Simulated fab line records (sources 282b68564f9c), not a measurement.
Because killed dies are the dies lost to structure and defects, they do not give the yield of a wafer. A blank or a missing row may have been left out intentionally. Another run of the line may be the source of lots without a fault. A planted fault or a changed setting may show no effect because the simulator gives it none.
fab line records	flow ritCmos
[record] lots = 11	wafers = 33	lastDay = 7
route steps=202 shown FOX2@24 NWELL@31 PRETRO@73 M1@202
lots that met no fault: taken from a fault-free run of the same line
startH: hours from the record's first day to the start of the lot's first wafer shown	waitH: hours since the lot's step before	" identical to the entry in the row above	L1.1+2: a single row standing in for several wafers	- either no value or no given start	* or withheld: withheld	< > ~ a bound
route shown NAME@n: names a module that has steps shown in the file, with the first one's number in the route	usual: the fault-free wafers' mean and standard deviation	same: alike in all rows	chamber/n: place in a boat	sites: readings site by site	_std_site: their standard deviation	_edge_site: mean of outer sites minus mean of inner sites	radiusMm: for every site, how far away it sits from the centre of the wafer	mask NAME#n: copy n	behind: the most recent tool/chamber to have shaped the wafer	hold: the reason the lot was held/the length of the hold in hours/how it ended	device: which transistor (n, p or np) failed to switch	end of line: the same wafers' tests at the end of the route	a step given without rows: its recipe and nothing more	killed: dies lost to structure and defects at the first sort, not the wafer's yield	map: per-die view of a wafer (x killed, . not killed, _ where there is no die)
set.NAME: the run value of the setting; set.NAME@STEP: its run value at that earlier step	model.NAME: the simulator's own value behind a step, which no gauge read
a sample of lots followed through the steps of the route, with each step as a table and each wafer as a row
services: a tool's chamber out of use, with start hour (startH, from the record's first day; less than 0 if before it), hours out, and reason
[[steps]]
[step RIT_FOX2_THK_MEAS_01]
[recipe] reads = SiO2_of_FOX2_OXIDATION_00
[usual] FOX2_OXIDE_THK = 352/7.6
lot.wafer	tool	chamber	startH	waitH	FOX2_OXIDE_THK[nm]
L468.1	filmMetro-02	-	21.09	0.0	350
L468.2	"	-	"	"	353
L468.4	"	-	"	"	357
L469.2	filmMetro-02	-	24.97	0.0	350
L469.4	"	-	"	"	359
L469.6	"	-	"	"	355
L470.4	filmMetro-03	-	29.89	0.0	356
L470.5	"	-	"	"	349
L470.6	"	-	"	"	348
L471.1	filmMetro-02	-	34.86	0.0	340
L471.4	"	-	"	"	342
L471.6	"	-	"	"	346
L472.1	filmMetro-03	-	38.75	0.0	351
L472.3	"	-	"	"	352
L472.6	"	-	"	"	355
L480.3	filmMetro-01	-	82.85	0.0	354
L480.5	"	-	"	"	348
L480.6	"	-	"	"	352
L481.1	filmMetro-03	-	86.71	0.0	351
L481.3	"	-	"	"	347
L481.6	"	-	"	"	349
L483.1	filmMetro-02	-	96.28	0.0	347
L483.2	"	-	"	"	347
L483.4	"	-	"	"	349
L484.1	filmMetro-03	-	101.06	0.0	339
L484.2	"	-	"	"	340
L484.3	"	-	"	"	341
L485.1	filmMetro-03	-	104.86	0.0	363
L485.3	"	-	"	"	361
L485.4	"	-	"	"	359
L489.1	filmMetro-01	-	125.48	0.0	348
L489.5	"	-	"	"	355
L489.6	"	-	"	"	353
[step RIT_NWELL_EXPOSE_03]
[recipe] maskId = M2	na = 0.57	targetCdNm = 43900	doseMj = 250
lot.wafer	tool	chamber	startH	waitH	mask
L468.1+2+4	ilineStepper-01	0	22.48	0.1	M2#0
L469.2+4+6	ilineStepper-02	0	26.49	0.2	M2#0
L470.4+5+6	ilineStepper-01	0	31.50	0.2	M2#0
L471.1+4+6	ilineStepper-02	0	36.44	0.2	M2#0
L472.1+3+6	ilineStepper-01	0	40.41	0.2	M2#0
L480.3+5+6	ilineStepper-01	0	84.45	0.2	M2#0
L481.1+3+6	ilineStepper-01	0	88.10	0.1	M2#0
L483.1+2+4	ilineStepper-02	0	97.67	0.1	M2#0
L484.1+2+3	ilineStepper-02	0	102.45	0.1	M2#0
L485.1+3+4	ilineStepper-02	0	106.24	0.1	M2#0
L489.1+5+6	ilineStepper-02	0	127.08	0.3	M2#0
[step RIT_NWELL_OVL_MEAS_06]
[usual] NWELL_OVL = -0.1/1.4
lot.wafer	tool	chamber	startH	waitH	NWELL_OVL[nm]
L468.1	overlay-02	-	22.91	-	-0.3
L468.2	"	-	"	"	1.2
L468.4	"	-	"	"	-0.3
L469.2	overlay-01	-	26.90	-	-0.1
L469.4	"	-	"	"	-1.1
L469.6	"	-	"	"	-3.1
L470.4	overlay-02	-	31.89	-	-0.4
L470.5	"	-	"	"	-0.4
L470.6	"	-	"	"	-0.7
L471.1	overlay-01	-	36.87	-	-0.1
L471.4	"	-	"	"	-0.8
L471.6	"	-	"	"	-0.4
L472.1	overlay-02	-	40.84	-	4.6
L472.3	"	-	"	"	3.6
L472.6	"	-	"	"	1.9
L480.3	overlay-02	-	84.85	-	-299.8
L480.5	"	-	"	"	-299.8
L480.6	"	-	"	"	-299.9
L481.1	overlay-02	-	88.53	-	-300.6
L481.3	"	-	"	"	-301.0
L481.6	"	-	"	"	-299.9
L483.1	overlay-01	-	98.10	-	0.4
L483.2	"	-	"	"	-1.1
L483.4	"	-	"	"	-0.1
L484.1	overlay-02	-	103.06	-	-0.2
L484.2	"	-	"	"	-0.7
L484.3	"	-	"	"	1.2
L485.1	overlay-01	-	106.67	-	-2.1
L485.3	"	-	"	"	-2.0
L485.4	"	-	"	"	-1.3
L489.1	overlay-02	-	127.51	-	-2.5
L489.5	"	-	"	"	-0.2
L489.6	"	-	"	"	-0.8
[step RIT_NWELL_STRIP_09]
[recipe] chemistry = O2	timeS = 180	resist = NOVOLAK	platenTempC = withheld	powerW = 500	pressureMtorr = 4000	o2FlowSccm = 4000
[usual] drypumpMotorCurrentA = 5.6/0.47	o2FlowSccm = 3998/12
lot.wafer	tool	chamber	startH	waitH	drypumpMotorCurrentA	o2FlowSccm	rfHoursCounterH
L468.1	plasmaAsher-03	1	23.34	0.1	5.2	3999	37
L468.2	"	0	"	"	6.0	4017	37
L468.4	"	1	"	"	5.2	3997	-
L469.2	plasmaAsher-04	1	27.33	0.1	5.1	3979	40
L469.4	"	1	"	"	5.1	3991	-
L469.6	"	1	"	"	5.1	3991	-
L470.4	plasmaAsher-03	0	32.36	0.1	6.0	4017	-
L470.5	"	1	"	"	5.2	3987	-
L470.6	"	0	"	"	6.0	3995	-
L471.1	plasmaAsher-04	0	37.30	0.1	5.7	4000	41
L471.4	"	1	"	"	5.1	4004	-
L471.6	"	1	"	"	5.1	3993	-
L472.1	plasmaAsher-03	1	41.28	0.1	5.2	3996	40
L472.3	"	0	"	"	6.0	3991	-
L472.6	"	0	"	"	6.0	3985	-
L480.3	plasmaAsher-02	0	85.33	0.1	6.5	3985	-
L480.5	"	1	"	"	5.1	3989	-
L480.6	"	0	"	"	6.5	4002	-
L481.1	plasmaAsher-03	1	88.96	0.1	5.2	4026	44
L481.3	"	1	"	"	5.2	4012	-
L481.6	"	0	"	"	6.0	3989	-
L483.1	plasmaAsher-04	1	98.53	0.1	5.1	3999	48
L483.2	"	0	"	"	5.8	4006	48
L483.4	"	1	"	"	5.1	4021	-
L484.1	plasmaAsher-02	0	103.50	0.1	6.5	3990	48
L484.2	"	1	"	"	5.1	4012	48
L484.3	"	1	"	"	5.1	4004	-
L485.1	plasmaAsher-03	1	107.32	0.1	5.2	3989	46
L485.3	"	1	"	"	5.2	4009	-
L485.4	"	0	"	"	6.0	3988	-
L489.1	plasmaAsher-04	1	127.95	0.1	5.1	4003	1
L489.5	"	0	"	"	5.7	4003	-
L489.6	"	1	"	"	5.1	4008	-
[step RIT_PRETRO_STRIP_09]
[recipe] chemistry = O2	timeS = 180	resist = NOVOLAK	platenTempC = withheld	powerW = 500	pressureMtorr = 4000	o2FlowSccm = 4000
[usual] drypumpMotorCurrentA = 5.6/0.38	o2FlowSccm = 3999/9.9
lot.wafer	tool	chamber	startH	waitH	drypumpMotorCurrentA	o2FlowSccm	rfHoursCounterH
L468.1	plasmaAsher-04	1	34.11	0.1	5.1	3995	41
L468.2	"	0	"	"	5.7	4005	41
L468.4	"	0	"	"	5.7	4006	-
L469.2	plasmaAsher-03	1	37.63	0.1	5.2	3995	39
L469.4	"	0	"	"	6.0	3996	-
L469.6	"	1	"	"	5.2	4016	-
L470.4	plasmaAsher-03	1	42.54	0.1	5.2	4006	-
L470.5	"	0	"	"	6.0	3994	-
L470.6	"	1	"	"	5.2	4002	-
L471.1	plasmaAsher-01	1	48.11	0.1	6.1	4006	21
L471.4	"	0	"	"	5.6	4004	-
L471.6	"	0	"	"	5.6	3999	-
L472.1	plasmaAsher-01	1	53.08	0.1	6.1	4006	22
L472.3	"	0	"	"	5.6	4007	-
L472.6	"	0	"	"	5.6	3989	-
L480.3	plasmaAsher-04	1	95.56	0.1	5.1	4000	-
L480.5	"	0	"	"	5.7	4004	-
L480.6	"	1	"	"	5.1	3996	-
L481.1	plasmaAsher-04	1	100.59	0.1	5.1	3999	48
L481.3	"	0	"	"	5.7	4005	-
L481.6	"	1	"	"	5.1	3982	-
L483.1	plasmaAsher-01	0	109.38	0.1	5.6	4002	27
L483.2	"	1	"	"	6.1	3986	27
L483.4	"	0	"	"	5.6	3997	-
L484.1	plasmaAsher-03	1	114.35	0.1	5.2	4003	47
L484.2	"	0	"	"	6.0	3992	47
L484.3	"	1	"	"	5.2	4000	-
L485.1	plasmaAsher-03	1	118.20	0.1	5.2	3992	48
L485.3	"	0	"	"	6.0	4001	-
L485.4	"	1	"	"	5.2	3996	-
L489.1	plasmaAsher-03	0	138.86	0.1	6.0	3984	50
L489.5	"	0	"	"	6.0	3991	-
L489.6	"	1	"	"	5.2	4005	-
[step RIT_M1_PROBE_99]
[usual] killedAtContacts = 0.1/0.23	killedAtFrontEnd = 7/3	killedDies = 7/3	killedOpen = 3.3/1.8	killedShort = 3.3/2.2
[same] grossDies = 264	killed_at_M0_to_M3 = 0	killed_at_M4_up = 0	killedAtBackSide = 0	killedAtOther = 0
lot.wafer	tool	chamber	startH	waitH	killedAtContacts	killedAtFrontEnd	killedDies	killedOpen	killedShort
L468.1	prober-01	-	63.70	0.1	0	4	4	4	0
L468.2	prober-01	-	63.75	0.1	0	3	3	0	3
L468.4	prober-01	-	63.85	0.2	0	4	4	2	2
L469.2	prober-02	-	65.25	0.1	0	3	3	3	0
L469.4	prober-02	-	65.35	0.2	0	4	4	3	1
L469.6	prober-02	-	65.45	0.2	0	6	6	3	3
L470.4	prober-01	-	71.76	0.2	0	7	7	5	2
L470.5	prober-01	-	71.81	0.2	0	8	8	5	3
L470.6	prober-01	-	71.86	0.2	0	3	3	2	1
L471.1	prober-02	-	74.20	0.1	0	2	2	1	1
L471.4	prober-02	-	74.35	0.2	0	11	11	3	8
L471.6	prober-02	-	74.45	0.2	0	4	4	3	1
L472.1	prober-01	-	81.25	0.1	0	3	3	1	2
L472.3	prober-01	-	81.35	0.2	0	5	5	2	3
L472.6	prober-01	-	81.50	0.2	0	5	5	1	4
L480.3	prober-02	-	123.02	0.2	0	8	8	6	2
L480.5	prober-02	-	123.12	0.2	0	4	4	2	2
L480.6	prober-02	-	123.17	0.2	0	7	7	4	3
L481.1	prober-01	-	129.93	0.1	0	7	7	1	6
L481.3	prober-01	-	130.03	0.2	0	7	7	5	2
L481.6	prober-01	-	130.18	0.2	0	10	10	2	8
L483.1	prober-01	-	140.48	0.1	0	4	4	2	2
L483.2	prober-01	-	140.53	0.1	0	5	5	3	2
L483.4	prober-01	-	140.63	0.2	0	4	4	1	3
L484.1	prober-02	-	142.15	0.1	1	6	7	2	5
L484.2	prober-02	-	142.20	0.1	0	12	12	9	3
L484.3	prober-02	-	142.25	0.2	0	4	4	2	2
L485.1	prober-01	-	145.74	0.1	0	11	11	6	5
L485.3	prober-01	-	145.84	0.2	1	7	8	4	4
L485.4	prober-01	-	145.89	0.2	0	3	3	1	2
L489.1	prober-02	-	167.52	0.1	0	8	8	4	4
L489.5	prober-02	-	167.72	0.2	0	9	9	5	4
L489.6	prober-02	-	167.77	0.2	0	10	10	3	7
// killed by level:class
L468.1 SILICIDE:geometricParticle:open=2 FOX1:geometricParticle:open=1 SPACER:geometricParticle:open=1
L468.2 SPACER:geometricParticle:short=2 FOX2:geometricParticle:short=1
L468.4 GATE:geometricParticle:short=1 GATE:geometricParticle:open=1 SPACER:geometricParticle:short=1 SILICIDE:geometricParticle:open=1
L469.2 GATE:geometricParticle:open=2 FOX1:geometricParticle:open=1
L469.4 GATE:geometricParticle:open=2 GATE:geometricParticle:short=1 REOX:geometricParticle:open=1
L469.6 GATE:geometricParticle:short=1 GATE:geometricParticle:open=1 REOX:geometricParticle:short=1 REOX:geometricParticle:open=1 SPACER:geometricParticle:open=1 SILICIDE:geometricParticle:short=1
L470.4 REOX:geometricParticle:open=3 GATE:geometricParticle:short=1 GATE:geometricParticle:open=1 SPACER:geometricParticle:short=1 SILICIDE:geometricParticle:open=1
L470.5 GATE:geometricParticle:short=2 FOX2:geometricParticle:open=1 GATE:geometricParticle:open=1 REOX:geometricParticle:open=1 SPACER:geometricParticle:open=1 SPACER:geometricParticle:short=1 SILICIDE:geometricParticle:open=1
L470.6 FOX2:geometricParticle:short=1 GATE:geometricParticle:open=1 SPACER:geometricParticle:open=1
L471.1 FOX2:geometricParticle:open=1 GATE:geometricParticle:short=1
L471.4 FOX2:geometricParticle:short=3 FOX1:geometricParticle:open=1 FOX1:geometricParticle:short=1 FOX2:geometricParticle:open=1 GATE:geometricParticle:short=1 REOX:geometricParticle:short=1 SPACER:geometricParticle:short=1 SILICIDE:geometricParticle:open=1
L471.6 FOX1:geometricParticle:open=2 REOX:geometricParticle:short=1 SPACER:geometricParticle:open=1
L472.1 GATE:geometricParticle:open=1 GATE:geometricParticle:short=1 REOX:geometricParticle:short=1
L472.3 FOX1:geometricParticle:short=2 REOX:geometricParticle:open=1 SPACER:geometricParticle:open=1 SPACER:geometricParticle:short=1
L472.6 FOX1:geometricParticle:short=2 FOX2:geometricParticle:short=1 GATE:geometricParticle:open=1 SILICIDE:geometricParticle:short=1
L480.3 FOX1:geometricParticle:open=2 SILICIDE:geometricParticle:open=2 FOX1:geometricParticle:short=1 FOX2:geometricParticle:open=1 FOX2:geometricParticle:short=1 GATE:geometricParticle:open=1
L480.5 FOX1:geometricParticle:short=2 FOX2:geometricParticle:open=1 REOX:geometricParticle:open=1
L480.6 GATE:geometricParticle:open=2 FOX1:geometricParticle:short=1 GATE:geometricParticle:short=1 SPACER:geometricParticle:open=1 SILICIDE:geometricParticle:short=1 SILICIDE:geometricParticle:open=1
L481.1 GATE:geometricParticle:short=4 FOX1:geometricParticle:short=1 REOX:geometricParticle:open=1 REOX:geometricParticle:short=1
L481.3 GATE:geometricParticle:open=2 FOX1:geometricParticle:open=1 FOX2:geometricParticle:short=1 GATE:geometricParticle:short=1 SPACER:geometricParticle:open=1 SILICIDE:geometricParticle:open=1
L481.6 GATE:geometricParticle:short=6 GATE:geometricParticle:open=2 FOX1:geometricParticle:short=1 SPACER:geometricParticle:short=1
L483.1 GATE:geometricParticle:short=2 FOX1:geometricParticle:open=1 SILICIDE:geometricParticle:open=1
L483.2 FOX1:geometricParticle:short=1 FOX1:geometricParticle:open=1 GATE:geometricParticle:short=1 REOX:geometricParticle:open=1 SILICIDE:geometricParticle:open=1
L483.4 FOX1:geometricParticle:short=1 GATE:geometricParticle:short=1 GATE:geometricParticle:open=1 SILICIDE:geometricParticle:short=1
L484.1 GATE:geometricParticle:short=3 FOX1:geometricParticle:short=2 SILICIDE:geometricParticle:open=1 CONTACT:geometricParticle:open=1
L484.2 FOX1:geometricParticle:open=3 GATE:geometricParticle:open=2 REOX:geometricParticle:open=2 SPACER:geometricParticle:short=2 SPACER:geometricParticle:open=2 SILICIDE:geometricParticle:short=1
L484.3 ACTIVE:geometricParticle:short=1 GATE:geometricParticle:open=1 GATE:geometricParticle:short=1 REOX:geometricParticle:open=1
L485.1 GATE:geometricParticle:open=4 SILICIDE:geometricParticle:short=2 FOX1:geometricParticle:open=1 FOX1:geometricParticle:short=1 FOX2:geometricParticle:open=1 GATE:geometricParticle:short=1 REOX:geometricParticle:short=1
L485.3 FOX1:geometricParticle:open=3 FOX1:geometricParticle:short=2 FOX2:geometricParticle:short=1 FOX2:geometricParticle:open=1 CONTACT:geometricParticle:short=1
L485.4 FOX1:geometricParticle:short=1 GATE:geometricParticle:short=1 GATE:geometricParticle:open=1
L489.1 GATE:geometricParticle:short=2 FOX1:geometricParticle:open=1 FOX1:geometricParticle:short=1 FOX2:geometricParticle:short=1 FOX2:geometricParticle:open=1 GATE:geometricParticle:open=1 SPACER:geometricParticle:open=1
L489.5 GATE:geometricParticle:open=3 FOX1:geometricParticle:short=2 FOX2:geometricParticle:open=2 FOX2:geometricParticle:short=1 SILICIDE:geometricParticle:short=1
L489.6 SPACER:geometricParticle:open=3 REOX:geometricParticle:short=2 SPACER:geometricParticle:short=2 FOX1:geometricParticle:short=1 GATE:geometricParticle:short=1 SILICIDE:geometricParticle:short=1
[[services]]
tool	chamber	startH	hours	kind
ilineStepper-02	-	3.36	1.7	pm
ilineStepper-01	-	35.52	1.7	pm
ilineStepper-01	-	102.15	2.1	pm
ilineStepper-01	-	104.23	-	consumableReplace:lamp
plasmaAsher-04	-	108.75	9.0	pm
plasmaAsher-04	0	108.75	9.0	ventCycle
plasmaAsher-04	1	108.75	9.0	ventCycle
plasmaAsher-04	0	117.75	-	clean
plasmaAsher-04	1	117.75	-	clean
ilineStepper-02	-	119.40	4.4	pm
ilineStepper-01	-	123.84	5.2	repair
[[key]]
[firstSign] step = RIT_NWELL_OVL_MEAS_06	reading = NWELL_OVL	direction = down	sigmas = 99+	usual = -0.1	struck = -300.1
effect none on later readings
metAt RIT_NWELL_EXPOSE_03
struckLots L480,L481
testerLeftOut L480,L481
notActingAt RIT_FOX2_THK_MEAS_01,RIT_NWELL_STRIP_09,RIT_PRETRO_STRIP_09
onsetBetween 40.41 84.45
[fault] kind = scannerMatchingOverlay	tool = ilineStepper-01	chamber = -	onsetH = 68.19	steps = RIT_NWELL_EXPOSE_03	offset = -300
// testerLeftOut: of these lots the tester's yield and bins aren't shown, on N5 and GAA mostly nor the transistor test; their killed dies are dies lost to structure and defects alone, not to doping, threshold or leakage, so they don't give the yield
